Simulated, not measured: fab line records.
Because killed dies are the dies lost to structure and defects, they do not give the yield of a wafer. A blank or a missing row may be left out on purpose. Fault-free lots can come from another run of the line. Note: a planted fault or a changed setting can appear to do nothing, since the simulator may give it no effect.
Which of the tools did it?    flow berkeley-cmos170    48 wafers from 16 lots sampled at 4 of the route's 331 steps

== WHAT EACH GAUGE READ, for each wafer ==
UCB170_START_BOW_MEAS_00.
lot   measured     on             INCOMING_BOW (um)
L921  day 1 10:00  film-metro-01  -3 -1 8
L922  day 1 15:02  film-metro-02  15 5 2
L923  day 1 20:00  film-metro-01  5 3 -9
L924  day 2 01:01  film-metro-02  -5 -11 -1
L925  day 2 06:02  film-metro-01  -3 -13 -1
L926  day 2 11:00  film-metro-01  15 -1 1
L927  day 2 16:00  film-metro-02  1 1 0
L928  day 2 21:04  film-metro-01  9 -2 -4
L929  day 3 02:00  film-metro-01  13 3 12
L930  day 3 07:00  film-metro-03  -5 4 5
L932  day 3 17:01  film-metro-01  1 -5 1
L933  day 3 22:01  film-metro-02  9 5 -3
L935  day 4 08:01  film-metro-03  5 2 4
L936  day 4 13:02  film-metro-02  -5 -1 0
L937  day 4 18:00  film-metro-02  5 5 4
L940  day 5 09:04  film-metro-02  5 9 -6

UCB170_ACTIVE_CD_MEAS_13 targets a cd of 1200 nm.
lot   measured     on         cd-nm (nm)
L921  day 4 19:00  cd-sem-01  1199.0 1199.8 1200.7
L922  day 5 03:52  cd-sem-02  1201.6 1199.4 1202.3
L923  day 5 03:35  cd-sem-02  1199.4 1197.8 1198.1
L924  day 5 03:43  cd-sem-02  1195.6 1195.9 1197.2
L925  day 5 11:08  cd-sem-02  1200.2 1201.1 1203.5
L926  day 5 11:20  cd-sem-01  1201.3 1201.8 1202.2
L927  day 6 05:25  cd-sem-02  1201.2 1203.0 1201.6
L928  day 6 05:35  cd-sem-01  1199.1 1199.9 1200.2
L929  day 6 10:09  cd-sem-02  1200.0 1199.3 1199.0
L930  day 6 19:55  cd-sem-02  1199.4 1199.0 1198.7
L932  day 6 20:12  cd-sem-01  1198.5 1199.4 1198.9
L933  day 7 08:25  cd-sem-01  1200.3 1200.0 1200.4
L935  day 7 16:12  cd-sem-02  1200.2 1200.4 1200.4
L936  day 7 16:30  cd-sem-01  1199.1 1198.9 1200.3
L937  day 8 03:26  cd-sem-02  1200.1 1199.0 1199.5
L940  day 8 15:50  cd-sem-01  1202.1 1200.1 1202.1

UCB170_GATE_OVL_MEAS_13.
lot   measured      on          GATE_OVL (nm)
L921  day 7 05:54   overlay-02  -1 2 -1
L922  day 7 15:00   overlay-01  4 4 8
L923  day 7 15:16   overlay-02  254 257 263
L924  day 7 15:03   overlay-02  3 0 7
L925  day 7 23:23   overlay-01  -4 1 -5
L926  day 7 23:06   overlay-01  4 8 -6
L927  day 8 10:24   overlay-02  265 260 269
L928  day 8 10:09   overlay-02  13 7 12
L929  day 8 09:51   overlay-01  258 260 258
L930  day 9 00:26   overlay-02  260 259 258
L932  day 9 00:14   overlay-02  1 -6 2
L933  day 9 09:53   overlay-01  -2 -6 -14
L935  day 10 00:46  overlay-02  5 -1 -2
L936  day 10 00:40  overlay-02  4 8 6
L937  day 10 14:19  overlay-01  -8 7 -10
L940  day 11 00:02  overlay-02  6 17 1

== WHAT TOOL EACH LOT RAN ON (gives the tool, then ch and the chambers of the sampled wafers, and finally the start) ==
lot   UCB170_GATE_EXPOSE_09
L921  krf-scanner-02 ch 0, day 7 05:11
L922  krf-scanner-02 ch 0, day 7 14:14
L923  krf-scanner-02 ch 0, day 7 14:41
L924  krf-scanner-01 ch 0, day 7 14:28
L925  krf-scanner-01 ch 0, day 7 22:44
L926  krf-scanner-01 ch 0, day 7 22:35
L927  krf-scanner-02 ch 0, day 8 09:49
L928  krf-scanner-01 ch 0, day 8 09:38
L929  krf-scanner-02 ch 0, day 8 09:20
L930  krf-scanner-02 ch 0, day 8 23:32
L932  krf-scanner-01 ch 0, day 8 23:12
L933  krf-scanner-01 ch 0, day 9 09:20
L935  krf-scanner-01 ch 0, day 9 23:59
L936  krf-scanner-01 ch 0, day 9 23:54
L937  krf-scanner-01 ch 0, day 10 13:24
L940  krf-scanner-01 ch 0, day 10 23:14
- UCB170_GATE_EXPOSE_09: exposes mask POLY, target cd 350 nm.

== AS READ BY THE TOOLS THEMSELVES (means over the sampled wafers that have a number; for cases with no such wafer, the mark the record gives instead) ==
UCB170_GATE_EXPOSE_09.
lot   tool            focus-offset-nm (nm)  reticle-temp-C (C)
L921  krf-scanner-02  -0.2                  22.96
L922  krf-scanner-02  -0.2                  22.99
L923  krf-scanner-02  -0.2                  22.99
L924  krf-scanner-01  -0.2                  23.09
L925  krf-scanner-01  0.1                   22.95
L926  krf-scanner-01  0.5                   23.05
L927  krf-scanner-02  -0.3                  22.96
L928  krf-scanner-01  0.0                   22.91
L929  krf-scanner-02  0.1                   23.13
L930  krf-scanner-02  -0.0                  22.93
L932  krf-scanner-01  -0.1                  22.92
L933  krf-scanner-01  0.4                   23.06
L935  krf-scanner-01  0.1                   23.01
L936  krf-scanner-01  -0.2                  22.91
L937  krf-scanner-01  -0.2                  23.13
L940  krf-scanner-01  -0.2                  22.90

== THE ANSWER, worked out from the rows above alone ==
Rule: usual is defined by the lots themselves. The widest of any qualifying gaps counts: lots, ordered by their means at a reading, are off when they make up no more than a third of the lots, leave a main group of 4 or more, and stand apart from it by 3 or more times the standard deviation of that group's means. A main group is skipped when, at the precision printed for the reading in the tables above, its means are all equal. A lot without any number at a reading at which 4 lots or more have one is off too. Where the step has rows for the other lots, those lots are counted as sound. The gauges are gone through in route order, then the tools' own readings, and for those a lot's mean is taken as printed above. At the first step where some lot is off, the reading lying furthest off is the one used; lots without a number count as furthest.
Off: at UCB170_GATE_OVL_MEAS_13 (GATE_OVL), L923, L927, L929, L930. For the main group the mean is 2 nm and the standard deviation 5.
If a tool, at a process step before that reading, ran all the lots that are off and no sound lot after the first of them, it fits. The gauges at UCB170_GATE_OVL_MEAS_13 are tried like those tools. One candidate fits, namely krf-scanner-02 at UCB170_GATE_EXPOSE_09. Its last sound lot is L922 (day 7 14:14), its first lot that is off L923 (day 7 14:41): a fault that began between those two fits.

== WHAT THE SIMULATOR HAD INSERTED ==
Scanner matching overlay: krf-scanner-02, from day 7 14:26 on, at UCB170_GATE_EXPOSE_09. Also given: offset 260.
Shown lots that were struck: L923, L927, L929, L930. The same result came from the rule above.
